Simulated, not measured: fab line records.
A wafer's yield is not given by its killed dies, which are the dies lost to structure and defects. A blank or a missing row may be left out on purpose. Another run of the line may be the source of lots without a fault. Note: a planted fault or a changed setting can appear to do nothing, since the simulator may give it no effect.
One fault through the eyes of 2 desks -- flow berkeleyCmos170 -- what lay behind the numbers comes last; until then each desk has only its own

## AT THE METROLOGY DESK
What the gauges read, lot by lot, whatever tool the lot ran on: means of the sampled wafers that have a number. If a lot's mean is further than 4 standard deviations from the usual mean, the lot is out of limits and carries the mark OUT (the distance appears in the brackets).
Columns: A = ACTIVE_NITRIDE_THK at UCB170_ACTIVE_THK_MEAS_06, usual 220.6 nm; B = cdNm at UCB170_M2_CD_MEAS_90, usual 699.5 nm; C = M3_BOW at UCB170_M3_BOW_MEAS_20, usual 34 um
lot,first seen here,A,B,C
L452,day 3 22:13,218.6,699.3,32
L454,day 4 23:05,220.8,698.6,34
L455,day 4 23:07,220.9,698.4,31
L457,day 5 21:18,222.3,694.6,37
L460,day 6 05:16,221.9,700.5,37
L461,day 6 05:17,222.3,704.5,29
L462,day 7 01:07,220.4,700.9,26
L463,day 7 01:08,218.8,700.1,39
L465,day 7 03:17,218.3,700.5,45
L466,day 7 23:57,220.5,699.9,32
L469,day 7 23:59,218.8,698.7,38
L470,day 8 08:31,222.3,701.6,33
L474,day 8 20:28,221.3,699.0,32
Result from this desk: across the 13 lots, nothing is out of limits.

## THE TOOL OWNER'S DESK: pvdSputter-03
The tool's own readings at UCB170_M1_SPUTTER_00 (material Al, target thk 600 nm, time 80 s): means of the sampled wafers that have a number, for each lot that ran on this tool. If a lot's mean is further than 4 standard deviations from the usual mean, the lot is out of limits and carries the mark OUT (the distance appears in the brackets).
Columns: A = throttleValvePct at UCB170_M1_SPUTTER_00, usual 30.1 %
lot,first seen here,A
L454,day 7 21:11,30.2
L465,day 10 03:14,29.6
L469,day 11 00:09,29.8
L466,day 11 05:02,30.1
L474,day 11 13:46,29.8
Result from this desk: across the 5 lots, nothing is out of limits.

## TAKEN TOGETHER
The metrology desk saw nothing out of limits.
The tool owner's desk saw nothing out of limits.

## WHAT THE SIMULATOR HAD PUT IN
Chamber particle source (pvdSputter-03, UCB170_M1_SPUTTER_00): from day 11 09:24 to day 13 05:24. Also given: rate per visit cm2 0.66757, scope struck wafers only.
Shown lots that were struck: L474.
